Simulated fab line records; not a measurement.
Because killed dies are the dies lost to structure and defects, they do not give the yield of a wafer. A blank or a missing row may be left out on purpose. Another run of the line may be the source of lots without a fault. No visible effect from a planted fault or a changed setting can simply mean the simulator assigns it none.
fab line records	flow ritCmos	part 1 of 2: steps 1 to 32 of 44
[record] lots = 5	wafers = 15	lastDay = 7
route steps=202 shown NLDD@108 PLDD@114 SPACER@125 NSD@131 PSD@142
lots that met no fault: from a run of the same line without faults
startH: hours from the record's first day to the start of the lot's first wafer shown	waitH: hours elapsed since this lot's preceding step	" identical to the entry in the row above	L1.1+2: a row that stands for several wafers	- either no value or no given start	* or withheld: withheld	< > ~ a bound
route shown NAME@n: NAME is a module with steps in the file, n the number in the route of the first one	usual: average and standard deviation across the fault-free wafers	same: alike in all rows	chamber/n: place in a boat	sites: readings site by site	_std_site: how widely they spread, as a standard deviation	_edge_site: mean of outer sites minus mean of inner sites	radiusMm: how far each site lies from the wafer's centre	mask NAME#n: copy n	behind: tool/chamber where the wafer was last shaped	hold: the reason the lot was held/the length of the hold in hours/how it ended	device: the n, p or np transistor that did not switch	end of line: tests run on the same wafers once the route is complete	for a step that has no rows: nothing shown but its recipe	killed: the dies lost at the first sort to structure and to defects; this is not the yield of the wafer	map: dies across one wafer; x = killed, . = not, _ = none there
set.NAME: the run value of the setting; set.NAME@STEP: its run value at that earlier step	model.NAME: the simulator's own value behind a step, which no gauge read
certain route steps with their lots: each step a table, each wafer a row
services: a tool's chamber out of use, with start hour (startH, from the record's first day; less than 0 if before it), hours out, and reason
[[steps]]
[step RIT_NLDD_DEVELOP_05]
[recipe] resist = NOVOLAK	developTimeS = 50	devTempC = 23
lot.wafer	tool	chamber	startH	waitH
L078.2+3+4	lithoTrack-01	0	-	-
L087.1+3+4	lithoTrack-01	0	-	-
L089.2+5+6	lithoTrack-02	0	-	-
L092.2+3+6	lithoTrack-01	0	-	-
L095.2+4+6	lithoTrack-02	0	-	-
[step RIT_NLDD_OVL_MEAS_06]
[usual] NLDD_OVL = -0.1/1.2
lot.wafer	tool	chamber	startH	waitH	NLDD_OVL[nm]
L078.2	overlay-01	-	72.21	-	1.2
L078.3	"	-	"	"	-1.5
L078.4	"	-	"	"	0.8
L087.1	overlay-02	-	112.45	-	2.5
L087.3	"	-	"	"	0.6
L087.4	"	-	"	"	1.5
L089.2	overlay-02	-	120.41	-	0.4
L089.5	"	-	"	"	0.1
L089.6	"	-	"	"	1.2
L092.2	overlay-01	-	137.89	-	-0.9
L092.3	"	-	"	"	-0.1
L092.6	"	-	"	"	0.8
L095.2	overlay-02	-	158.82	-	-2.2
L095.4	"	-	"	"	-0.9
L095.6	"	-	"	"	-0.1
[step RIT_NLDD_HARDBAKE_07]
[recipe] resist = NOVOLAK	tempC = 140	timeS = 60
lot.wafer	tool	chamber	startH	waitH
L078.2+3+4	lithoTrack-04	0	72.26	0.0
L087.1+3+4	lithoTrack-02	0	112.58	0.1
L089.2+5+6	lithoTrack-01	0	120.46	0.0
L092.2+3+6	lithoTrack-01	0	137.94	0.0
L095.2+4+6	lithoTrack-04	0	158.88	0.0
[step RIT_NLDD_IMPLANT_08]
[recipe] species = P	energyKev = 20	doseCm2 = 5e+14	tiltDeg = 7
[usual] tiltDeg = 7.003/0.019
lot.wafer	tool	chamber	startH	waitH	tiltDeg
L078.2	implanter-01	0	72.41	0.1	7.001
L078.3	"	0	"	"	6.988
L078.4	"	0	"	"	7.042
L087.1	implanter-03	0	112.73	0.1	6.967
L087.3	"	0	"	"	6.959
L087.4	"	0	"	"	6.990
L089.2	implanter-01	0	120.61	0.1	7.000
L089.5	"	0	"	"	7.044
L089.6	"	0	"	"	7.010
L092.2	implanter-02	0	138.09	0.1	7.023
L092.3	"	0	"	"	7.010
L092.6	"	0	"	"	7.015
L095.2	implanter-03	0	159.03	0.1	6.992
L095.4	"	0	"	"	7.008
L095.6	"	0	"	"	7.026
[step RIT_NLDD_STRIP_09]
[recipe] chemistry = O2	timeS = 180	resist = NOVOLAK	platenTempC = withheld	powerW = 500	pressureMtorr = 4000	o2FlowSccm = 4000
[usual] chamberPressureMTorr = 4000/3.8	drypumpMotorCurrentA = 5.73/0.3
lot.wafer	tool	chamber	startH	waitH	chamberPressureMTorr	drypumpMotorCurrentA	rfHoursCounterH
L078.2	plasmaAsher-02	1	72.54	0.1	3999	5.91	43
L078.3	"	0	"	"	4004	6.16	-
L078.4	"	1	"	"	4001	5.91	-
L087.1	plasmaAsher-04	0	112.88	0.1	4000	5.45	45
L087.3	"	0	"	"	3991	5.41	-
L087.4	"	1	"	"	4006	5.63	-
L089.2	plasmaAsher-03	0	120.74	0.1	3999	5.98	34
L089.5	"	1	"	"	3999	5.31	-
L089.6	"	0	"	"	3992	5.94	-
L092.2	plasmaAsher-04	1	138.22	0.1	3998	5.67	48
L092.3	"	0	"	"	3990	5.42	-
L092.6	"	1	"	"	3996	5.63	-
L095.2	plasmaAsher-02	1	159.15	0.1	4000	5.90	53
L095.4	"	1	"	"	3999	5.91	-
L095.6	"	1	"	"	3999	5.90	-
[step RIT_NLDD_TW_MEAS_10]
[usual] NLDD_TW = 2494/24
lot.wafer	tool	chamber	startH	waitH	NLDD_TW
L078.2	filmMetro-01	-	72.72	0.1	2527
L078.3	"	-	"	"	2513
L078.4	"	-	"	"	2526
L087.1	filmMetro-01	-	113.06	0.1	2501
L087.3	"	-	"	"	2514
L087.4	"	-	"	"	2521
L089.2	filmMetro-01	-	120.92	0.1	2524
L089.5	"	-	"	"	2511
L089.6	"	-	"	"	2510
L092.2	filmMetro-01	-	138.40	0.1	2514
L092.3	"	-	"	"	2517
L092.6	"	-	"	"	2522
L095.2	filmMetro-02	-	159.34	0.1	2484
L095.4	"	-	"	"	2474
L095.6	"	-	"	"	2490
[step RIT_PLDD_HMDS_00]
[recipe] primeTimeS = 60	primeTempC = 140
lot.wafer	tool	chamber	startH	waitH
L078.2+3+4	lithoTrack-03	0	72.80	0.1
L087.1+3+4	lithoTrack-02	0	113.12	0.1
L089.2+5+6	lithoTrack-02	0	121.00	0.1
L092.2+3+6	lithoTrack-02	0	138.48	0.1
L095.2+4+6	lithoTrack-03	0	159.41	0.1
[step RIT_PLDD_COAT_01]
[recipe] resist = NOVOLAK	spinRpm = 3250	resistThkNm = 1000
lot.wafer	tool	chamber	startH	waitH
L078.2+3+4	lithoTrack-03	0	72.95	0.1
L087.1+3+4	lithoTrack-02	0	113.27	0.1
L089.2+5+6	lithoTrack-02	0	121.15	0.1
L092.2+3+6	lithoTrack-02	0	138.63	0.1
L095.2+4+6	lithoTrack-03	0	159.56	0.1
[step RIT_PLDD_SOFTBAKE_02]
[recipe] resist = NOVOLAK	tempC = 90	timeS = 60
lot.wafer	tool	chamber	startH	waitH
L078.2+3+4	lithoTrack-03	0	73.10	0.1
L087.1+3+4	lithoTrack-02	0	113.42	0.1
L089.2+5+6	lithoTrack-02	0	121.30	0.1
L092.2+3+6	lithoTrack-02	0	138.78	0.1
L095.2+4+6	lithoTrack-03	0	159.71	0.1
[step RIT_PLDD_EXPOSE_03]
[recipe] maskId = M8	na = 0.57	targetCdNm = 40900	doseMj = 250
[usual] exposureDoseMJCm2 = 250.07/0.24
lot.wafer	tool	chamber	startH	waitH	mask	exposureDoseMJCm2
L078.2	ilineStepper-02	0	73.24	0.1	M8#0	250.00
L078.3	"	0	"	"	M8#0	250.09
L078.4	"	0	"	"	M8#0	250.08
L087.1	ilineStepper-01	0	113.69	0.2	M8#0	249.70
L087.3	"	0	"	"	M8#0	250.16
L087.4	"	0	"	"	M8#0	250.04
L089.2	ilineStepper-02	0	121.44	0.1	M8#0	249.87
L089.5	"	0	"	"	M8#0	249.82
L089.6	"	0	"	"	M8#0	249.71
L092.2	ilineStepper-02	0	138.92	0.1	M8#0	250.12
L092.3	"	0	"	"	M8#0	250.09
L092.6	"	0	"	"	M8#0	250.34
L095.2	ilineStepper-02	0	159.98	0.2	M8#0	249.97
L095.4	"	0	"	"	M8#0	249.66
L095.6	"	0	"	"	M8#0	250.11
[step RIT_PLDD_PEB_04]
[recipe] resist = NOVOLAK	tempC = withheld	timeS = withheld
lot.wafer	tool	chamber	startH	waitH
L078.2+3+4	lithoTrack-02	0	73.37	0.1
L087.1+3+4	lithoTrack-03	0	113.81	0.1
L089.2+5+6	lithoTrack-02	0	121.57	0.1
L092.2+3+6	lithoTrack-02	0	139.04	0.1
L095.2+4+6	lithoTrack-03	0	160.11	0.1
[step RIT_PLDD_DEVELOP_05]
[recipe] resist = NOVOLAK	developTimeS = 50	devTempC = 23
lot.wafer	tool	chamber	startH	waitH
L078.2+3+4	lithoTrack-02	0	-	-
L087.1+3+4	lithoTrack-03	0	-	-
L089.2+5+6	lithoTrack-02	0	-	-
L092.2+3+6	lithoTrack-02	0	-	-
L095.2+4+6	lithoTrack-03	0	-	-
[step RIT_PLDD_OVL_MEAS_06]
[usual] PLDD_OVL = -0.5/1.4
lot.wafer	tool	chamber	startH	waitH	PLDD_OVL[nm]
L078.2	overlay-01	-	73.63	-	0.4
L078.3	"	-	"	"	-0.2
L078.4	"	-	"	"	-0.9
L087.1	overlay-01	-	114.09	-	-1.0
L087.3	"	-	"	"	-0.4
L087.4	"	-	"	"	-1.1
L089.2	overlay-01	-	121.83	-	-1.8
L089.5	"	-	"	"	-1.2
L089.6	"	-	"	"	-1.5
L092.2	overlay-01	-	139.31	-	0.9
L092.3	"	-	"	"	-0.8
L092.6	"	-	"	"	-0.9
L095.2	overlay-01	-	160.37	-	-0.8
L095.4	"	-	"	"	-1.4
L095.6	"	-	"	"	-2.8
[step RIT_PLDD_HARDBAKE_07]
[recipe] resist = NOVOLAK	tempC = 140	timeS = 60
lot.wafer	tool	chamber	startH	waitH
L078.2+3+4	lithoTrack-04	0	73.68	0.0
L087.1+3+4	lithoTrack-03	0	114.13	0.0
L089.2+5+6	lithoTrack-02	0	121.89	0.0
L092.2+3+6	lithoTrack-04	0	139.36	0.0
L095.2+4+6	lithoTrack-02	0	160.42	0.0
[step RIT_PLDD_IMPLANT_08]
[recipe] species = BF2	energyKev = 20	doseCm2 = 9e+14	tiltDeg = 7
[usual] tiltDeg = 6.999/0.02
lot.wafer	tool	chamber	startH	waitH	tiltDeg
L078.2	implanter-04	0	73.83	0.1	6.971
L078.3	"	0	"	"	6.954
L078.4	"	0	"	"	6.958
L087.1	implanter-04	0	114.28	0.1	6.985
L087.3	"	0	"	"	6.993
L087.4	"	0	"	"	6.976
L089.2	implanter-03	0	122.04	0.1	7.003
L089.5	"	0	"	"	6.994
L089.6	"	0	"	"	6.999
L092.2	implanter-01	0	139.51	0.1	7.003
L092.3	"	0	"	"	7.011
L092.6	"	0	"	"	6.983
L095.2	implanter-01	0	160.57	0.1	7.008
L095.4	"	0	"	"	6.993
L095.6	"	0	"	"	6.975
[step RIT_PLDD_STRIP_09]
[recipe] chemistry = O2	timeS = 180	resist = NOVOLAK	platenTempC = withheld	powerW = 500	pressureMtorr = 4000	o2FlowSccm = 4000
[usual] chamberPressureMTorr = 4000/3.2	drypumpMotorCurrentA = 5.65/0.29
lot.wafer	tool	chamber	startH	waitH	chamberPressureMTorr	drypumpMotorCurrentA	rfHoursCounterH
L078.2	plasmaAsher-01	0	73.96	0.1	3997	6.01	41
L078.3	"	1	"	"	4003	5.56	-
L078.4	"	0	"	"	3999	6.03	-
L087.1	plasmaAsher-04	0	114.43	0.1	4002	5.43	46
L087.3	"	0	"	"	4003	5.43	-
L087.4	"	1	"	"	3998	5.63	-
L089.2	plasmaAsher-03	0	122.16	0.1	4000	6.01	34
L089.5	"	0	"	"	3999	6.02	-
L089.6	"	1	"	"	3997	5.31	-
L092.2	plasmaAsher-04	1	139.64	0.1	3998	5.62	48
L092.3	"	1	"	"	4001	5.64	-
L092.6	"	1	"	"	3995	5.63	-
L095.2	plasmaAsher-04	0	160.70	0.1	3998	5.45	50
L095.4	"	1	"	"	4001	5.62	-
L095.6	"	0	"	"	4003	5.41	-
[step RIT_PLDD_TW_MEAS_10]
[usual] PLDD_TW = 2348/21
lot.wafer	tool	chamber	startH	waitH	PLDD_TW
L078.2	filmMetro-02	-	74.14	0.1	2332
L078.3	"	-	"	"	2331
L078.4	"	-	"	"	2335
L087.1	filmMetro-01	-	114.61	0.1	2364
L087.3	"	-	"	"	2356
L087.4	"	-	"	"	2374
L089.2	filmMetro-02	-	122.35	0.1	2310
L089.5	"	-	"	"	2323
L089.6	"	-	"	"	2323
L092.2	filmMetro-01	-	139.82	0.1	2367
L092.3	"	-	"	"	2376
L092.6	"	-	"	"	2367
L095.2	filmMetro-01	-	160.88	0.1	2378
L095.4	"	-	"	"	2366
L095.6	"	-	"	"	2372
[step RIT_SPACER_CLEAN_00]
[recipe] chemistry = SC1	mix = 3:3:50	timeS = 600	tempC = 75
[usual] bathGuardTempC = 74.7/0.3	tempC = 75.01/0.12
lot.wafer	tool	chamber	startH	waitH	bathGuardTempC	tempC
L078.2	wetBench-02	1	74.19	0.0	75.0	75.27
L078.3	"	1	"	"	75.0	75.20
L078.4	"	1	"	"	75.2	75.22
L087.1	wetBench-02	1	114.67	0.1	74.9	75.05
L087.3	"	1	"	"	75.6	74.80
L087.4	"	1	"	"	75.0	75.03
L089.2	wetBench-04	0	122.40	0.0	74.8	74.90
L089.5	"	0	"	"	74.3	74.77
L089.6	"	0	"	"	74.5	74.92
L092.2	wetBench-01	0	139.87	0.0	74.4	74.78
L092.3	"	0	"	"	74.7	75.16
L092.6	"	0	"	"	74.8	74.91
L095.2	wetBench-02	2	160.93	0.0	74.8	75.05
L095.4	"	2	"	"	74.7	74.90
L095.6	"	2	"	"	74.8	75.05
[step RIT_SPACER_CLEAN_01]
[recipe] chemistry = dHF	dilution = 50:1	timeS = 30
lot.wafer	tool	chamber	startH	waitH
L078.2+3+4	wetBench-01	1	74.39	0.0
L087.1+3+4	wetBench-04	2	114.86	0.0
L089.2+5+6	wetBench-01	1	122.78	0.0
L092.2+3+6	wetBench-04	2	140.05	0.0
L095.2+4+6	wetBench-01	0	161.11	0.0
[step RIT_SPACER_CLEAN_02]
[recipe] chemistry = SC2	mix = 3:3:50	timeS = 600	tempC = 75	dry = n2Spin
[usual] bathGuardTempC = 75.0/0.46	tempC = 74.99/0.11
lot.wafer	tool	chamber	startH	waitH	bathGuardTempC	tempC
L078.2	wetBench-04	0	74.40	0.0	74.6	74.84
L078.3	"	0	"	"	74.7	74.89
L078.4	"	0	"	"	74.4	74.91
L087.1	wetBench-02	0	114.90	0.0	75.2	75.14
L087.3	"	0	"	"	76.1	75.04
L087.4	"	0	"	"	75.7	74.91
L089.2	wetBench-02	0	122.80	0.0	75.6	74.94
L089.5	"	0	"	"	75.8	74.84
L089.6	"	0	"	"	75.9	74.89
L092.2	wetBench-02	3	140.06	0.0	74.8	74.91
L092.3	"	3	"	"	74.8	74.98
L092.6	"	3	"	"	74.8	74.88
L095.2	wetBench-02	0	161.13	0.0	75.5	74.99
L095.4	"	0	"	"	75.6	74.87
L095.6	"	0	"	"	75.5	74.95
[step RIT_SPACER_CVD_03]
[recipe] material = Si3N4	targetThkNm = 250	tempC = 810	precursor = SiH2Cl2/NH3	timeS = 3300	pressureMtorr = 300	sih2cl2FlowSccm = 60	nh3FlowSccm = 150
[usual] zonePowerLoadPct = 19.4/1.5
lot.wafer	tool	chamber	startH	waitH	zonePowerLoadPct
L078.2	lpcvd-02	1	74.58	0.0	19.4
L078.3	"	1	"	"	19.6
L078.4	"	1	"	"	19.3
L087.1	lpcvd-02	0	115.09	0.0	21.6
L087.3	"	0	"	"	21.1
L087.4	"	0	"	"	21.4
L089.2	lpcvd-02	1	123.61	0.6	19.3
L089.5	"	1	"	"	19.4
L089.6	"	1	"	"	19.2
L092.2	lpcvd-01	0	140.24	0.0	21.1
L092.3	"	0	"	"	21.2
L092.6	"	0	"	"	21.1
L095.2	lpcvd-01	1	161.30	0.0	17.3
L095.4	"	1	"	"	17.0
L095.6	"	1	"	"	17.3
[step RIT_SPACER_THK_MEAS_04]
[recipe] reads = Si3N4_of_SPACER_CVD_03
[usual] SPACER_NITRIDE_THK = 250.5/2.5
lot.wafer	tool	chamber	startH	waitH	SPACER_NITRIDE_THK[nm]
L078.2	filmMetro-01	-	77.46	0.0	249.4
L078.3	"	-	"	"	250.3
L078.4	"	-	"	"	250.5
L087.1	filmMetro-03	-	117.00	0.0	252.8
L087.3	"	-	"	"	253.0
L087.4	"	-	"	"	252.0
L089.2	filmMetro-03	-	125.53	0.0	252.4
L089.5	"	-	"	"	252.4
L089.6	"	-	"	"	252.7
L092.2	filmMetro-04	-	142.16	0.0	250.0
L092.3	"	-	"	"	251.0
L092.6	"	-	"	"	250.6
L095.2	filmMetro-04	-	163.23	0.0	247.7
L095.4	"	-	"	"	247.0
L095.6	"	-	"	"	247.5
[step RIT_SPACER_ETCHBACK_05]
[recipe] targetDepthA = 2500	SF6_flow_sccm = 30	CHF3_flow_sccm = 30	target = Si3N4	chemistry = SF6/CHF3	pressureMtorr = 40	rfW = 250	timeS = 240	stopOn = SiO2
[usual] chamberPressureMTorr = 40.00/0.041	drypumpMotorCurrentA = 6.0/0.49	oesProductAu = 0.842/0.011	throttleValvePct = 10.31/0.17
lot.wafer	tool	chamber	startH	waitH	chamberPressureMTorr	drypumpMotorCurrentA	oesProductAu	rfHoursCounterH	throttleValvePct
L078.2	rieDiel-03	1	77.51	0.0	40.00	6.2	0.847	52	10.34
L078.3	"	2	"	"	40.00	5.4	0.830	3	10.63
L078.4	"	3	"	"	40.02	6.5	0.848	110	10.36
L087.1	rieDiel-04	3	117.06	0.1	39.97	5.5	0.833	60	10.20
L087.3	"	2	"	"	39.96	6.6	0.860	31	10.17
L087.4	"	3	"	"	40.01	5.5	0.826	-	10.21
L089.2	rieDiel-01	1	125.58	0.0	39.98	6.4	0.852	153	10.14
L089.5	"	0	"	"	39.97	5.4	0.840	-	10.13
L089.6	"	3	"	"	40.01	5.5	0.834	-	10.16
L092.2	rieDiel-01	3	142.21	0.0	39.95	5.4	0.837	3	10.16
L092.3	"	0	"	"	39.99	5.4	0.832	-	10.12
L092.6	"	3	"	"	39.99	5.5	0.829	-	10.17
L095.2	rieDiel-04	0	163.28	0.0	40.06	5.8	0.851	1	10.35
L095.4	"	3	"	"	39.99	5.5	0.821	61	10.19
L095.6	"	1	"	"	40.00	6.7	0.823	-	10.31
[step RIT_NSD_HMDS_00]
[recipe] primeTimeS = 60	primeTempC = 140
lot.wafer	tool	chamber	startH	waitH
L078.2+3+4	lithoTrack-04	0	77.69	0.1
L087.1+3+4	lithoTrack-04	0	117.21	0.1
L089.2+5+6	lithoTrack-01	0	125.76	0.1
L092.2+3+6	lithoTrack-04	0	142.46	0.2
L095.2+4+6	lithoTrack-01	0	163.45	0.1
[step RIT_NSD_COAT_01]
[recipe] resist = NOVOLAK	spinRpm = 3250	resistThkNm = 1000
lot.wafer	tool	chamber	startH	waitH
L078.2+3+4	lithoTrack-04	0	77.84	0.1
L087.1+3+4	lithoTrack-04	0	117.36	0.1
L089.2+5+6	lithoTrack-01	0	125.91	0.1
L092.2+3+6	lithoTrack-04	0	142.61	0.1
L095.2+4+6	lithoTrack-01	0	163.60	0.1
[step RIT_NSD_SOFTBAKE_02]
[recipe] resist = NOVOLAK	tempC = 90	timeS = 60
lot.wafer	tool	chamber	startH	waitH
L078.2+3+4	lithoTrack-04	0	77.99	0.1
L087.1+3+4	lithoTrack-04	0	117.51	0.1
L089.2+5+6	lithoTrack-01	0	126.06	0.1
L092.2+3+6	lithoTrack-04	0	142.76	0.1
L095.2+4+6	lithoTrack-01	0	163.75	0.1
[step RIT_NSD_EXPOSE_03]
[recipe] maskId = M9	na = 0.57	targetCdNm = 40700	doseMj = 250
[usual] exposureDoseMJCm2 = 250.05/0.24
lot.wafer	tool	chamber	startH	waitH	mask	exposureDoseMJCm2
L078.2	ilineStepper-02	0	78.45	0.4	M9#0	249.91
L078.3	"	0	"	"	M9#0	249.29
L078.4	"	0	"	"	M9#0	249.78
L087.1	ilineStepper-01	0	117.66	0.1	M9#0	250.11
L087.3	"	0	"	"	M9#0	249.95
L087.4	"	0	"	"	M9#0	249.92
L089.2	ilineStepper-01	0	126.20	0.1	M9#0	250.04
L089.5	"	0	"	"	M9#0	249.77
L089.6	"	0	"	"	M9#0	250.06
L092.2	ilineStepper-02	0	143.03	0.2	M9#0	249.98
L092.3	"	0	"	"	M9#0	250.28
L092.6	"	0	"	"	M9#0	249.85
L095.2	ilineStepper-01	0	163.90	0.1	M9#0	250.21
L095.4	"	0	"	"	M9#0	249.98
L095.6	"	0	"	"	M9#0	250.23
[step RIT_NSD_PEB_04]
[recipe] resist = NOVOLAK	tempC = withheld	timeS = withheld
lot.wafer	tool	chamber	startH	waitH
L078.2+3+4	lithoTrack-01	0	78.57	0.1
L087.1+3+4	lithoTrack-03	0	117.78	0.1
L089.2+5+6	lithoTrack-01	0	126.32	0.1
L092.2+3+6	lithoTrack-04	0	143.16	0.1
L095.2+4+6	lithoTrack-03	0	164.02	0.1
[step RIT_NSD_DEVELOP_05]
[recipe] resist = NOVOLAK	developTimeS = 50	devTempC = 23
lot.wafer	tool	chamber	startH	waitH
L078.2+3+4	lithoTrack-01	0	-	-
L087.1+3+4	lithoTrack-03	0	-	-
L089.2+5+6	lithoTrack-01	0	-	-
L092.2+3+6	lithoTrack-04	0	-	-
L095.2+4+6	lithoTrack-03	0	-	-
[step RIT_NSD_OVL_MEAS_06]
[usual] NSD_OVL = -0.5/1.5
lot.wafer	tool	chamber	startH	waitH	NSD_OVL[nm]
L078.2	overlay-02	-	78.83	-	-1.8
L078.3	"	-	"	"	-1.6
L078.4	"	-	"	"	-3.6
L087.1	overlay-01	-	118.06	-	-1.8
L087.3	"	-	"	"	-2.4
L087.4	"	-	"	"	-0.7
L089.2	overlay-02	-	126.59	-	3.2
L089.5	"	-	"	"	1.7
L089.6	"	-	"	"	1.0
L092.2	overlay-02	-	143.42	-	-1.7
L092.3	"	-	"	"	-0.6
L092.6	"	-	"	"	-0.8
L095.2	overlay-01	-	164.28	-	0.4
L095.4	"	-	"	"	-0.5
L095.6	"	-	"	"	-0.4
[step RIT_NSD_HARDBAKE_07]
[recipe] resist = NOVOLAK	tempC = 140	timeS = 60
lot.wafer	tool	chamber	startH	waitH
L078.2+3+4	lithoTrack-04	0	78.89	0.0
L087.1+3+4	lithoTrack-04	0	118.10	0.0
L089.2+5+6	lithoTrack-01	0	126.64	0.0
L092.2+3+6	lithoTrack-03	0	143.48	0.0
L095.2+4+6	lithoTrack-03	0	164.34	0.0
[step RIT_NSD_IMPLANT_08]
[recipe] species = P	energyKev = 25	doseCm2 = 1e+15	tiltDeg = 7
[usual] tiltDeg = 6.998/0.019
lot.wafer	tool	chamber	startH	waitH	tiltDeg
L078.2	implanter-04	0	79.04	0.1	6.981
L078.3	"	0	"	"	6.995
L078.4	"	0	"	"	6.997
L087.1	implanter-01	0	118.25	0.1	7.008
L087.3	"	0	"	"	6.998
L087.4	"	0	"	"	7.000
L089.2	implanter-02	0	126.79	0.1	7.020
L089.5	"	0	"	"	7.000
L089.6	"	0	"	"	6.983
L092.2	implanter-01	0	143.63	0.1	6.953
L092.3	"	0	"	"	6.958
L092.6	"	0	"	"	7.000
L095.2	implanter-02	0	164.49	0.1	7.025
L095.4	"	0	"	"	7.001
L095.6	"	0	"	"	6.986
